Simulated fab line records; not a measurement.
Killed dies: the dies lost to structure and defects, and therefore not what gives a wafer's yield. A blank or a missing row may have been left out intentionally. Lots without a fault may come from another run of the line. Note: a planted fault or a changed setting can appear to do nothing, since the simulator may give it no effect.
Which tool is to blame? ; flow ritCmos ; 7 lots with 21 wafers sampled at 2 steps, on a route of 202 steps

## WHAT THE GAUGES READ, wafer by wafer
RIT_SILICIDE_RS_MEAS_02: a four-point-probe measurement.
lot;measured;on;SILICIDE_TI_RS (ohm/sq)
L119;day 3 17:41;filmMetro-01;48.2 48.6 47.9
L122;day 4 07:50;filmMetro-01;47.9 47.7 47.3
L124;day 4 13:32;filmMetro-03;48.0 49.1 48.6
L126;day 5 04:29;filmMetro-01;47.3 47.0 48.2
L129;day 5 16:29;filmMetro-02;47.9 48.7 48.0
L136;day 7 03:52;filmMetro-01;47.5 46.9 46.9
L139;day 7 18:26;filmMetro-03;47.6 36.5 47.1

## WHICH TOOL RAN EACH LOT (tool, then ch and the chambers of the sampled wafers, then the start)
lot;RIT_SILICIDE_SPUTTER_01
L119;pvdSputter-03, day 3 17:31
L122;pvdSputter-01, day 4 07:39
L124;pvdSputter-04, day 4 13:23
L126;pvdSputter-04, day 5 04:19
L129;pvdSputter-03, day 5 16:20
L136;pvdSputter-04, day 7 03:41
L139;pvdSputter-04, day 7 18:16
- RIT_SILICIDE_SPUTTER_01: material Ti, target thk 30 nm, time 240 s.

## THE ANSWER, worked out from the rows above alone
Rule: usual is defined by the lots themselves. The widest of any qualifying gaps counts: lots, ordered by their means at a reading, are off when they make up no more than a third of the lots, leave a main group of 4 or more, and stand apart from it by 3 or more times the standard deviation of that group's means. A main group is skipped when, at the precision printed for the reading in the tables above, its means are all equal. Also off: a lot with no number at a reading for which 4 or more lots have one. The other lots that the step has rows for count as sound.
Off: L139, at RIT_SILICIDE_RS_MEAS_02 (SILICIDE_TI_RS). Mean 47.9 ohm/sq and standard deviation 0.5 in the main group.
If a tool, at a process step before that reading, ran all the lots that are off and no sound lot after the first of them, it fits. Gauges at RIT_SILICIDE_RS_MEAS_02: tried the same way as those tools. Undecided on this evidence; 2 tools fit (pvdSputter-04 at RIT_SILICIDE_SPUTTER_01, filmMetro-03 at RIT_SILICIDE_RS_MEAS_02).

## WHAT WAS PUT IN BY THE SIMULATOR
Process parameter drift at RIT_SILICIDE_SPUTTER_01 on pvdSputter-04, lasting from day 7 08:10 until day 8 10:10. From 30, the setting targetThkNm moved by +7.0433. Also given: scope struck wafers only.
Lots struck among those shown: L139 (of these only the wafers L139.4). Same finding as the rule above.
